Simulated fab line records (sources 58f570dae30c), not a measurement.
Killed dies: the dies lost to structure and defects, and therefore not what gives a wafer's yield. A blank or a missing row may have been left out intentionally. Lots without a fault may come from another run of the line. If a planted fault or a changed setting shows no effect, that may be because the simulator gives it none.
What tool caused it? / flow berkeley-cmos170 / 7 lots, 21 wafers sampled, at 4 steps of a route of 331

== WHAT THE GAUGES SHOWED, per wafer ==
UCB170_V1_CD_MEAS_12: target cd 700 nm.
lot=L293; measured=day 9 07:10; on=cd-sem-02; cd-nm (nm)=700.8 699.9 699.9
lot=L295; measured=day 9 15:51; on=cd-sem-01; cd-nm (nm)=697.7 698.3 699.8
lot=L299; measured=day 10 04:03; on=cd-sem-02; cd-nm (nm)=697.4 696.8 697.7
lot=L298; measured=day 10 07:47; on=cd-sem-01; cd-nm (nm)=702.3 700.9 700.6
lot=L303; measured=day 11 07:37; on=cd-sem-01; cd-nm (nm)=701.0 701.5 700.2
lot=L309; measured=day 12 10:58; on=cd-sem-02; cd-nm (nm)=699.3 697.4 698.5
lot=L313; measured=day 13 19:39; on=cd-sem-01; cd-nm (nm)=700.5 702.1 700.8

== WHAT TOOL EACH LOT RAN ON (gives the tool, then ch and the chambers of the sampled wafers, and finally the start) ==
lot=L293; UCB170_SDANNEAL_RTA_01=rtp-anneal-02 ch 0, day 8 19:07; UCB170_SILICIDE_RTA_04=rtp-anneal-02 ch 0, day 8 19:56; UCB170_M1_METAL_ETCH_12=rie-metal-02 ch 0,1, day 9 03:22
lot=L295; UCB170_SDANNEAL_RTA_01=rtp-anneal-02 ch 0, day 9 04:16; UCB170_SILICIDE_RTA_04=rtp-anneal-01 ch 0, day 9 05:05; UCB170_M1_METAL_ETCH_12=rie-metal-02 ch 0,1, day 9 12:17
lot=L299; UCB170_SDANNEAL_RTA_01=rtp-anneal-02 ch 0, day 9 14:46; UCB170_SILICIDE_RTA_04=rtp-anneal-02 ch 0, day 9 15:34; UCB170_M1_METAL_ETCH_12=rie-metal-03 ch 0,1, day 9 23:37
lot=L298; UCB170_SDANNEAL_RTA_01=rtp-anneal-01 ch 0, day 9 15:29; UCB170_SILICIDE_RTA_04=rtp-anneal-02 ch 0, day 9 16:23; UCB170_M1_METAL_ETCH_12=rie-metal-02 ch 0,1, day 10 01:35
lot=L303; UCB170_SDANNEAL_RTA_01=rtp-anneal-02 ch 0, day 10 17:54; UCB170_SILICIDE_RTA_04=rtp-anneal-01 ch 0, day 10 18:43; UCB170_M1_METAL_ETCH_12=rie-metal-03 ch 0,1, day 11 01:58
lot=L309; UCB170_SDANNEAL_RTA_01=rtp-anneal-01 ch 0, day 11 23:56; UCB170_SILICIDE_RTA_04=rtp-anneal-01 ch 0, day 12 00:46; UCB170_M1_METAL_ETCH_12=rie-metal-01 ch 0,1, day 12 06:49
lot=L313; UCB170_SDANNEAL_RTA_01=rtp-anneal-02 ch 0, day 13 00:55; UCB170_SILICIDE_RTA_04=rtp-anneal-02 ch 0, day 13 01:44; UCB170_M1_METAL_ETCH_12=rie-metal-03 ch 0,1, day 13 12:38
- UCB170_SDANNEAL_RTA_01: time 5 s.
- UCB170_SILICIDE_RTA_04: time 15 s.
- UCB170_M1_METAL_ETCH_12: etches Al in Cl2/BCl3, stops on PSG, target depth 780 nm, time 130 s.

== THE ANSWER, worked out from the rows above alone ==
Rule: usual is defined by the lots themselves. Put in order of their means at a reading, lots are off if they are a third of the lots or fewer, leave a main group of 4 or more, and stand apart from it by a gap of 3 or more times the standard deviation of the main group's means; of several such gaps the widest counts. If all means in a main group match to the digits the tables above print for the reading, that group is not used. Also off: a lot with no number at a reading for which 4 or more lots have one. Any other lot the step has rows for is counted as sound.
No lot is off on any of the readings shown, so nothing can be concluded from this.

== WHAT THE SIMULATOR HAD PUT IN ==
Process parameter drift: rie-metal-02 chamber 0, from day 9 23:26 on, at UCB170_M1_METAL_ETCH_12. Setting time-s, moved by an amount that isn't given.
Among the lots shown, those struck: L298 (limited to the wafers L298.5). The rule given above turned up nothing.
